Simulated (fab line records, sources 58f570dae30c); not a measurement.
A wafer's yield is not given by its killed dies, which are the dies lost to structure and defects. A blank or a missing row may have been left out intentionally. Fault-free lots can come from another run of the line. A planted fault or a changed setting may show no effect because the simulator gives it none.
Problem report in the 8D (eight disciplines) form, filled by code    flow berkeleyCmos170    the parts of the form that need people (team, actions taken, sign-off) are left out

== 1. WHAT IS WRONG ==
Mean PLDD_RS at UCB170_SDANNEAL_RS_MEAS_04: 1012 ohm/sq over 6 wafers in 2 lots; fault-free wafers: 1032 ohm/sq, standard deviation 3.3. That is -6.0 standard deviations from the usual mean.
The step: measures by four-point-probe.
First observed at day 7 22:59: wafer L757.1, on filmMetro-03. Wafers with a number at this step in the record: 42, from 14 lots. By rule, "out" or "out of limits" means more than 4 standard deviations away from the usual mean. The rest of the wafers with a number are treated as sound.

== 2. WHAT IT IS, WHAT IT ISN'T ==
question                     is                          is not
which readings at this step  PLDD_RS                     -
which lots                   L757, L758                  L752, L753, L754, L755, L756, L760, L761, L767, L768, L769, L773, L774
which wafers of those lots   all that have a number      -
read on which gauges         filmMetro-02, filmMetro-03  filmMetro-01
when                         from day 7 22:59            up to then (18 sound wafers); but 18 sound wafers of L756, L767, L768, L769, L773, L774 came after

== 3. THE SUSPECTS, EACH WITH WHAT RULES IT OUT ==
Counting: any tool at a process step up to the reading is kept as a suspect provided that every lot that is out went through it and no sound lot did after the first of them.
- the gauge at UCB170_SDANNEAL_RS_MEAS_04 is ruled out. Those wafers that are out were read across 2 gauges (filmMetro-02, filmMetro-03).
- implanter-01 at UCB170_PLDD_IMPLANT_08: kept. Every lot that is out went through it, starting with L757 (day 7 08:01), and after that it ran no sound lot; the last sound lot it ran before then is L760 (day 7 07:27). Out on those wafers are its own readings of doseIonsCm2.
Left after counting: implanter-01 at UCB170_PLDD_IMPLANT_08.

== 4. THE CAUSE (what the simulator had put in) ==
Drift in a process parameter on implanter-01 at UCB170_PLDD_IMPLANT_08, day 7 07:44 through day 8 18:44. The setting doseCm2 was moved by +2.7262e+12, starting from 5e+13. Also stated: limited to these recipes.
Counting left only this tool.

== 5. SEQUENCE OF EFFECTS, ordered by route ==
One row per reading whose mean, taken over the struck wafers that have a number, lies over 3 standard deviations from the usual. Only readings for which the record gives a usual standard deviation are gone through. hours: the time from each lot's start at the first step in this table that gives one to its start at this step, as a median over the lots. sigmas: the change in usual standard deviations.
hours  step                        reading           usual        on struck wafers  change      sigmas
0      UCB170_PLDD_IMPLANT_08      doseIonsCm2       4.999e+13    5.270e+13         +2.705e+12  +55
0      UCB170_PLDD_IMPLANT_08      faradayCurrentUA  159          169               +10         +3.2
15     UCB170_SDANNEAL_RS_MEAS_04  PLDD_RS           1032 ohm/sq  1012              -20         -6.0
It contains these process steps:
- UCB170_PLDD_IMPLANT_08
At these later measuring or inspecting steps, every struck wafer for which the step has a row has a number for every such reading, and none has moved that far: UCB170_SDANNEAL_RS_MEAS_05.

== 6. WHAT WOULD HAVE CAUGHT IT SOONER ==
Counted from the fault's start at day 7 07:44, it took 15 hours until the first out-of-limits reading at a measuring or inspecting step in this record, taken at day 7 22:59.
The tool's own readings at UCB170_PLDD_IMPLANT_08 were out on every struck wafer that the step has a row for (doseIonsCm2): an alarm limit on them would have fired on the first of those.
By day 7 22:59, every lot that is out (2) had started UCB170_PLDD_IMPLANT_08 on implanter-01. None of them would have been spared by holding the tool at that moment.
